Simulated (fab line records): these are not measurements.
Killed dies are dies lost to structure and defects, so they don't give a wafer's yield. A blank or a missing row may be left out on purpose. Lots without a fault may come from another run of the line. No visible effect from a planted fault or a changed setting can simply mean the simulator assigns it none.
The tool behind it: which one? + flow rit-cmos + 21 wafers from 7 lots sampled at 2 of the route's 202 steps

== WHAT THE GAUGES READ, wafer by wafer ==
RIT_PSD_TW_MEAS_10.
| lot  | measured    | on            | PSD_TW         |
|------|-------------|---------------|----------------|
| L578 | day 3 06:10 | film-metro-02 | 3406 3406 3406 |
| L580 | day 3 17:45 | film-metro-02 | 3390 3394 3389 |
| L582 | day 4 04:03 | film-metro-04 | 3425 3436 3434 |
| L584 | day 4 12:52 | film-metro-04 | 3440 3446 3438 |
| L591 | day 6 01:00 | film-metro-02 | 3392 3410 3411 |
| L594 | day 6 16:55 | film-metro-02 | 3408 3407 3413 |
| L597 | day 7 05:20 | film-metro-04 | 3454 3459 3449 |

== TOOL THAT RAN EACH LOT (tool first, then ch and the chambers of the sampled wafers, then the start) ==
| lot  | RIT_PSD_IMPLANT_08             |
|------|--------------------------------|
| L578 | implanter-03 ch 0, day 3 05:50 |
| L580 | implanter-04 ch 0, day 3 17:25 |
| L582 | implanter-03 ch 0, day 4 03:44 |
| L584 | implanter-02 ch 0, day 4 12:32 |
| L591 | implanter-04 ch 0, day 6 00:41 |
| L594 | implanter-03 ch 0, day 6 16:36 |
| L597 | implanter-03 ch 0, day 7 05:01 |
- RIT_PSD_IMPLANT_08

== THE ANSWER, worked out from the rows above alone ==
Rule: what is usual is taken from the lots themselves. Put in order of their means at a reading, lots are off if they are a third of the lots or fewer, leave a main group of 4 or more, and stand apart from it by a gap of 3 or more times the standard deviation of the main group's means; of several such gaps the widest counts. A main group is skipped when, at the precision printed for the reading in the tables above, its means are all equal. Also off: a lot with no number at a reading for which 4 or more lots have one. Where the step has rows for the other lots, those lots are counted as sound.
Across all readings shown, no lot is off: no conclusion can be drawn from this.

== WHAT HAD BEEN PUT IN BY THE SIMULATOR ==
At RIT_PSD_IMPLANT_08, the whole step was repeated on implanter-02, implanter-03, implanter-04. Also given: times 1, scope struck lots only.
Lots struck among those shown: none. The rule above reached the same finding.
